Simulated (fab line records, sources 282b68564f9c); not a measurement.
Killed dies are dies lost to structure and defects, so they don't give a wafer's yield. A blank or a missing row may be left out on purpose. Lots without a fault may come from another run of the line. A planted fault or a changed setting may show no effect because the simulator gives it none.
A sampling plan put to the test | flow rit_cmos | one fab line, 29 faults that these records tell of, each judged on the records of the lots that it struck
The plan is the line's own looks: the steps of the route at which a gauge or an inspection reads the wafer and doesn't change it. A look can be judged if struck wafers have a number there and the file gives its usual mean and standard deviation on fault-free wafers. Caught: at a look after the fault's first step, the mean of the struck wafers lies 4 or more of those standard deviations (sigma) from the usual mean. On the tool: the same test on the tool's own readings at the fault's steps. Another recipe on the struck wafers, or a record that is blank for them alone, also counts as caught.

THE FAULTS, as the simulator had put them in
1. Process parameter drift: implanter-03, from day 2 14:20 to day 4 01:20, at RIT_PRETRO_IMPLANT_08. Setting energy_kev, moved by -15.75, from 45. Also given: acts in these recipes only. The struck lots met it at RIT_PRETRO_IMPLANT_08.
2. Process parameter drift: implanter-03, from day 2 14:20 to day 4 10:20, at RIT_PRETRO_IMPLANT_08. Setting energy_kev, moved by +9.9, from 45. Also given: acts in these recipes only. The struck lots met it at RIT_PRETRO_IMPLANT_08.
3. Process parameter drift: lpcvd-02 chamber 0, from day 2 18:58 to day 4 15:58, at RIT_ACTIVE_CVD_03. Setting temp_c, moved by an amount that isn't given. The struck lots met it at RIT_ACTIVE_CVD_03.
4. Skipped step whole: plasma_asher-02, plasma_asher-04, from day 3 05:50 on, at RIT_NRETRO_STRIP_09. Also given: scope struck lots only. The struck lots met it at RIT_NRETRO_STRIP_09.
5. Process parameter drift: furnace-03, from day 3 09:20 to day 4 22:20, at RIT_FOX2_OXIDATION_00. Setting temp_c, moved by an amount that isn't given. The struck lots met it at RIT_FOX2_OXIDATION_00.
6. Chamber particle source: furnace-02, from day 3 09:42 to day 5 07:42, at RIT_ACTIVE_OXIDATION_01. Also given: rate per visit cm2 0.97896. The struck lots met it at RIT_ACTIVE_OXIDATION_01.
7. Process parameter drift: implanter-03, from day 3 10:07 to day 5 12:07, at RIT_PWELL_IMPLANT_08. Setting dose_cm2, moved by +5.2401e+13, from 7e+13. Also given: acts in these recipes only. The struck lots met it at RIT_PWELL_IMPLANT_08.
8. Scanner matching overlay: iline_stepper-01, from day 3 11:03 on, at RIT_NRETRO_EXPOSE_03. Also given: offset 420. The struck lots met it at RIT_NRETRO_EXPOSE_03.
9. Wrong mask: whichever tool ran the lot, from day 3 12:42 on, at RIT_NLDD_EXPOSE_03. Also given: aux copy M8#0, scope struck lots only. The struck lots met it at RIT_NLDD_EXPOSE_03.
10. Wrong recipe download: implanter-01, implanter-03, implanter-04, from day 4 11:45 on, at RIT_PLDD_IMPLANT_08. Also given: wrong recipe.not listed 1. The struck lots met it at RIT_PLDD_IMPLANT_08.
11. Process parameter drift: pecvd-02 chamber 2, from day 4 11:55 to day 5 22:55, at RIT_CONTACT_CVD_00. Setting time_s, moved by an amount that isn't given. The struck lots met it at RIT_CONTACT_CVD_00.
12. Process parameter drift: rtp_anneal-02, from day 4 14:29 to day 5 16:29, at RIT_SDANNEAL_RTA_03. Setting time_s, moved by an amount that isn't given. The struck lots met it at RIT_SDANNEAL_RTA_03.
13. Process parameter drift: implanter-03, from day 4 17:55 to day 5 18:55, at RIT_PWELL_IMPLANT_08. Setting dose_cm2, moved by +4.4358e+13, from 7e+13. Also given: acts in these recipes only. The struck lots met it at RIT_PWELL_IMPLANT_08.
14. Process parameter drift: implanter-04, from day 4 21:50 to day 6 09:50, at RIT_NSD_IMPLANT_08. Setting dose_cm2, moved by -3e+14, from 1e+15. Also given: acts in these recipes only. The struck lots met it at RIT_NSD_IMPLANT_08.
15. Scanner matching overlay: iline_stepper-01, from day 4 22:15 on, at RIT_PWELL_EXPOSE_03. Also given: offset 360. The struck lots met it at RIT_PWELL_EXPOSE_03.
16. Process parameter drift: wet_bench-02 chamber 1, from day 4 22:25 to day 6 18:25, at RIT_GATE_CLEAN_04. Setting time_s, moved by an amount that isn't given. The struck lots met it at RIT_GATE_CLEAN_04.
17. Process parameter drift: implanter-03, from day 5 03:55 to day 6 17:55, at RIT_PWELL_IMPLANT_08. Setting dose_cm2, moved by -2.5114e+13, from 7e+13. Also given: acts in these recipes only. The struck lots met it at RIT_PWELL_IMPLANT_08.
18. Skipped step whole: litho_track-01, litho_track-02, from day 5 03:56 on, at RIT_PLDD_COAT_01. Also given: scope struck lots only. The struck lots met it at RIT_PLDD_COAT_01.
19. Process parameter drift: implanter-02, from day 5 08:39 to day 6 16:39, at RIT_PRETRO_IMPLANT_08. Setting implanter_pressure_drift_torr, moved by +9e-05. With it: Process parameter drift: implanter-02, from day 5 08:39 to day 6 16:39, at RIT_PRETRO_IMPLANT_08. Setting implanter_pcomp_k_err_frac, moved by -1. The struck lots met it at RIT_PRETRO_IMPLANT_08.
20. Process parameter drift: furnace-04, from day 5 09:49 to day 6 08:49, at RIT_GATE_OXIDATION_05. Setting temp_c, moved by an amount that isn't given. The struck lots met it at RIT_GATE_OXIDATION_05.
21. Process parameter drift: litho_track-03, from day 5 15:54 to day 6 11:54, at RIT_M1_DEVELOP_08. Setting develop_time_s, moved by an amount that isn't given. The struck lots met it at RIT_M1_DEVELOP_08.
22. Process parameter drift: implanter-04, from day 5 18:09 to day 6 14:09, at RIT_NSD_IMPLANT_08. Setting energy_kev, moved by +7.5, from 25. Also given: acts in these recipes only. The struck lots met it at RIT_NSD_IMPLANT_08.
23. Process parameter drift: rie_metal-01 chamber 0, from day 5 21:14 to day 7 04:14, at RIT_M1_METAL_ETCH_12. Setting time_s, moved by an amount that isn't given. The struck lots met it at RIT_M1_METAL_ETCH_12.
24. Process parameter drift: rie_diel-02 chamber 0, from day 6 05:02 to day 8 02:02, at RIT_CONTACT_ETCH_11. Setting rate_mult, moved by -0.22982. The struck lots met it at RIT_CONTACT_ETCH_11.
25. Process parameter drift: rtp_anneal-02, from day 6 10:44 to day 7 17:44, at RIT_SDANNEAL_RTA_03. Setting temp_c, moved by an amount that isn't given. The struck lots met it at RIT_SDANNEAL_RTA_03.
26. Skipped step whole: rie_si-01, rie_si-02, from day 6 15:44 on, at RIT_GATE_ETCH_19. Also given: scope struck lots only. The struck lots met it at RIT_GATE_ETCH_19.
27. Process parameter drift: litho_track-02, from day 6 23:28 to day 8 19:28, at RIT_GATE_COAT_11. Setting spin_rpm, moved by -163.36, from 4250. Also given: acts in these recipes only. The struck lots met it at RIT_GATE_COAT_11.
28. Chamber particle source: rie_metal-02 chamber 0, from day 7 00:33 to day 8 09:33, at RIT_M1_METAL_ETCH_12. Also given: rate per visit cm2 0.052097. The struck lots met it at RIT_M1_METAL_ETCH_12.
29. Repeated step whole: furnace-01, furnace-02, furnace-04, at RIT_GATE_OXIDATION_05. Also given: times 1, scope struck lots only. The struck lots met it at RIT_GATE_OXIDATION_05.

WHAT THE PLAN SAW
fault | on the tool itself                               | first look that catches it                      | reading, sigma                                                  | median hours from its first step to that look | hours from the fault's start to the first struck lot there | judged looks passed uncaught
1     | beam_energy_keV -99 or beyond sigma              | RIT_PRETRO_TW_MEAS_10                           | PRETRO_TW -6.4                                                  | 0.3                                           | 3                                                          | 0
2     | beam_energy_keV +99 or beyond sigma              | RIT_PRETRO_TW_MEAS_10                           | PRETRO_TW +4.3                                                  | 0.3                                           | 3                                                          | 0
3     | susceptor_temp_C -37 sigma                       | RIT_ACTIVE_THK_MEAS_04                          | ACTIVE_NITRIDE_THK -25                                          | 1.4                                           | 7                                                          | 0
4     | the tool's record is blank for the struck wafers | RIT_PRETRO_TW_MEAS_10                           | PRETRO_TW -98                                                   | 1.9                                           | 4                                                          | 0
5     | tube_center_temp_C +99 or beyond sigma           | RIT_FOX2_THK_MEAS_01                            | FOX2_OXIDE_THK +7.0                                             | 1.3                                           | 3                                                          | 0
6     | under 2 sigma                                    | no look after it can be judged                  | -                                                               | -                                             | -                                                          | 0
7     | dose_ions_cm2 +99 or beyond sigma                | RIT_PWELL_TW_MEAS_10                            | PWELL_TW +22                                                    | 0.3                                           | 10                                                         | 0
8     | under 2 sigma                                    | RIT_NRETRO_OVL_MEAS_06                          | NRETRO_OVL +99 or beyond                                        | 0.4                                           | 9                                                          | 0
9     | no reading that can be judged                    | RIT_NLDD_TW_MEAS_10                             | NLDD_TW -99 or beyond                                           | 1.0                                           | 2                                                          | 0
10    | under 2 sigma                                    | RIT_PLDD_TW_MEAS_10                             | PLDD_TW +40                                                     | 0.3                                           | 1                                                          | 0
11    | run_length_s -60 sigma                           | RIT_CONTACT_THK_MEAS_01                         | CONTACT_TEOS_THK -46                                            | 0.1                                           | 23                                                         | 0
12    | under 2 sigma                                    | RIT_SDANNEAL_RS_MEAS_04                         | PSD_RS -11                                                      | 0.1                                           | 4                                                          | 0
13    | dose_ions_cm2 +99 or beyond sigma                | RIT_PWELL_TW_MEAS_10                            | PWELL_TW +19                                                    | 0.3                                           | 3                                                          | 0
14    | dose_ions_cm2 -99 or beyond sigma                | RIT_NSD_TW_MEAS_10                              | NSD_TW -8.8                                                     | 0.4                                           | 6                                                          | 0
15    | under 2 sigma                                    | RIT_PWELL_OVL_MEAS_06                           | PWELL_OVL +99 or beyond                                         | 0.4                                           | 13                                                         | 0
16    | run_length_s +62 sigma                           | not the one look that can be judged after it    | strongest: FIELD_OXIDE_LEFT_2_THK at RIT_FOX2_THK_MEAS_91, -2.8 | -                                             | -                                                          | 1
17    | dose_ions_cm2 -99 or beyond sigma                | RIT_PWELL_TW_MEAS_10                            | PWELL_TW -15                                                    | 0.3                                           | 8                                                          | 0
18    | the tool's record is blank for the struck wafers | RIT_NSD_TW_MEAS_10                              | NSD_TW +5.2                                                     | 5.1                                           | 7                                                          | 0
19    | end_station_pressure_torr +99 or beyond sigma    | RIT_PRETRO_TW_MEAS_10                           | PRETRO_TW +5.7                                                  | 0.3                                           | 4                                                          | 0
20    | tube_center_temp_C -62 sigma                     | none of the 2 looks that can be judged after it | strongest: GATE_OXIDE_THK at RIT_GATE_THK_MEAS_07, -3.8         | -                                             | -                                                          | 2
21    | no reading that can be judged                    | RIT_M1_CD_MEAS_09                               | cd_nm +69                                                       | 1.0                                           | 2                                                          | 0
22    | beam_energy_keV +99 or beyond sigma              | RIT_NSD_TW_MEAS_10                              | NSD_TW +7.8                                                     | 0.3                                           | 3                                                          | 0
23    | run_length_s +80 sigma                           | no look after it can be judged                  | -                                                               | -                                             | -                                                          | 0
24    | under 2 sigma                                    | not the one look that can be judged after it    | -                                                               | -                                             | -                                                          | 1
25    | wafer_temp_C_max -35 sigma                       | RIT_SDANNEAL_RS_MEAS_04                         | PSD_RS +97                                                      | 0.1                                           | 4                                                          | 0
26    | the tool's record is blank for the struck wafers | no look after it can be judged                  | -                                                               | -                                             | -                                                          | 0
27    | spin_speed_rpm -52 sigma                         | none of the 2 looks that can be judged after it | -                                                               | -                                             | -                                                          | 2
28    | only faintly: oes_product_au +2.2 sigma          | none of the 2 looks that can be judged after it | -                                                               | -                                             | -                                                          | 2
29    | under 2 sigma                                    | RIT_GATE_THK_MEAS_07                            | GATE_OXIDE_THK +25                                              | 4.5                                           | -                                                          | 0
A dash: the fault isn't caught, or these records don't give the number.

Caught at a look: 21 of 29. Caught on the tool: 19 of 29. By one or the other: 26 of 29.
Caught on the tool alone: faults 16, 20, 23, 26, 27.
Caught at a look alone: faults 8, 9, 10, 12, 15, 21, 29.
Caught by neither: faults 6, 24, 28.

THINNER SAMPLING
If the look that catches a fault measured only every second or every third lot, by lot number, the first struck lot would be measured this late in the worst case:
fault | struck lots at that look, in order of time | every lot | every second lot | every third lot
1     | L710, L713, L714                           | 3 h       | 20 h             | may miss all 3
2     | L754, L757, L758                           | 3 h       | 20 h             | may miss all 3
3     | L102                                       | 7 h       | may miss it      | may miss it
4     | L170, L171, L172                           | 4 h       | 10 h             | 16 h
5     | L543, L547                                 | 3 h       | may miss all 2   | may miss all 2
7     | L140, L143                                 | 10 h      | 25 h             | may miss all 2
8     | L219, L221, L222                           | 9 h       | 21 h             | may miss all 3
9     | L259                                       | 2 h       | may miss it      | may miss it
10    | L815, L816, L817, L818                     | 1 h       | 4 h              | 12 h
11    | L977                                       | 23 h      | may miss it      | may miss it
12    | L103, L105                                 | 4 h       | may miss all 2   | may miss all 2
13    | L783, L786                                 | 3 h       | 18 h             | may miss all 2
14    | L165, L168                                 | 6 h       | 19 h             | may miss all 2
15    | L365, L366, L367, L368                     | 13 h      | 17 h             | 23 h
17    | L170, L174                                 | 8 h       | may miss all 2   | may miss all 2
18    | L705, L706, L707                           | 7 h       | 12 h             | 17 h
19    | L504, L505, L507                           | 4 h       | 9 h              | may miss all 3
21    | L602, L604, L605                           | 2 h       | 19 h             | may miss all 3
22    | L301, L303                                 | 3 h       | may miss all 2   | may miss all 2
25    | L217, L219, L221                           | 4 h       | may miss all 3   | 24 h
Hours are from the fault's start to the first struck lot that is measured. The limit of 4 sigma was tested on all struck wafers together, so one lot alone may lie under it. Other struck lots may not be in these records.

THE LONGEST TIMED WAY FROM STEP TO LOOK
Fault 18: a median of 5.1 hours passes between RIT_PLDD_COAT_01 and RIT_NSD_TW_MEAS_10. No look between them can be judged.
